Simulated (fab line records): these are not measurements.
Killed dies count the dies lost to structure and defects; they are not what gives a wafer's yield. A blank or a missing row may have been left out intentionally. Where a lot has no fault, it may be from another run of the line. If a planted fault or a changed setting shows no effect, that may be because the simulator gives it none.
Code-filled problem report in 8D (eight disciplines) form + flow berkeley-cmos170 + the parts of the form that need people (team, actions taken, sign-off) are left out

1. WHAT IS WRONG
Mean of tube-center-temp-C at UCB170_WELLDRIVE_ANNEAL_03: 1145 C across 9 wafers in 3 lots; on wafers with no fault it is 1100 C (standard deviation 0.097). That is +99 or more standard deviations from the usual mean.
The step: time 900 s.
Seen first at day 6 02:09 on furnace-03, wafer L553.2. The record holds 21 wafers of 7 lots with a number at this step. The rule behind "out" and "out of limits": a value lying over 4 standard deviations away from the usual mean. The rest of the wafers with a number are treated as sound.

2. WHAT IT IS AND WHAT IT IS NOT
| question                    | is                                                                                                | is not                                                                         |
|-----------------------------|---------------------------------------------------------------------------------------------------|--------------------------------------------------------------------------------|
| which readings at this step | tube-center-temp-C, spike-tc-centre-C, spike-tc-load-C, spike-tc-source-C, tube_center_temp_C_max | zone-power-load-pct                                                            |
| which lots                  | L553, L554, L555                                                                                  | L546, L560, L565, L566                                                         |
| which wafers of those lots  | all that have a number                                                                            | -                                                                              |
| read on which tools         | furnace-03                                                                                        | furnace-01, furnace-04                                                         |
| when                        | from day 6 02:09                                                                                  | up to then (3 sound wafers); but 9 sound wafers of L560, L565, L566 came after |

3. THE SUSPECTS, EACH WITH WHAT RULES IT OUT
Counting: a tool at any process step up to the reading remains a suspect when it ran all the lots that are out and ran no sound lot after the first of those.
- furnace-03 at UCB170_WELLDRIVE_ANNEAL_03 (time 900 s): kept. It ran every lot that is out, first L553 (day 6 02:09), and no sound lot after that; its last sound lot up to then is L546 (day 4 01:28). On those wafers its own readings are out: spike-tc-centre-C, spike-tc-load-C, spike-tc-source-C, tube-center-temp-C, tube_center_temp_C_max.
The count leaves furnace-03 at UCB170_WELLDRIVE_ANNEAL_03.

4. THE CAUSE (what the simulator had put in)
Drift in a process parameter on furnace-03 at UCB170_WELLDRIVE_ANNEAL_03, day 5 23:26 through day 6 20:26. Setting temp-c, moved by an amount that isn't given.
After counting, this tool was the only one left.

5. SEQUENCE OF EFFECTS, ordered by route
One row per reading whose mean, taken over the struck wafers that have a number, lies over 3 standard deviations from the usual. Scope: only readings with a usual standard deviation given in the record; hours: median across lots of the time from each lot's start at the first step in this table that gives one to its start at this step; sigmas: change in usual standard deviations.
| hours | step                       | reading                | usual    | on struck wafers | change | sigmas      |
|-------|----------------------------|------------------------|----------|------------------|--------|-------------|
| 0     | UCB170_WELLDRIVE_ANNEAL_03 | spike-tc-centre-C      | 1102.6 C | 1147.1           | +44.5  | +37         |
| 0     | UCB170_WELLDRIVE_ANNEAL_03 | spike-tc-load-C        | 1125.4 C | 1170.5           | +45.1  | +19         |
| 0     | UCB170_WELLDRIVE_ANNEAL_03 | spike-tc-source-C      | 1127 C   | 1175             | +48    | +13         |
| 0     | UCB170_WELLDRIVE_ANNEAL_03 | tube-center-temp-C     | 1100 C   | 1145             | +45    | +99 or more |
| 0     | UCB170_WELLDRIVE_ANNEAL_03 | tube_center_temp_C_max | 1102.8   | 1147.6           | +44.8  | +91         |
Here are the process steps it includes:
- UCB170_WELLDRIVE_ANNEAL_03: time 900 s.

6. HOW IT WOULD HAVE BEEN CAUGHT EARLIER
3 hours passed between the start of the fault at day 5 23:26 and the first reading out of limits in this record, taken at day 6 02:09.
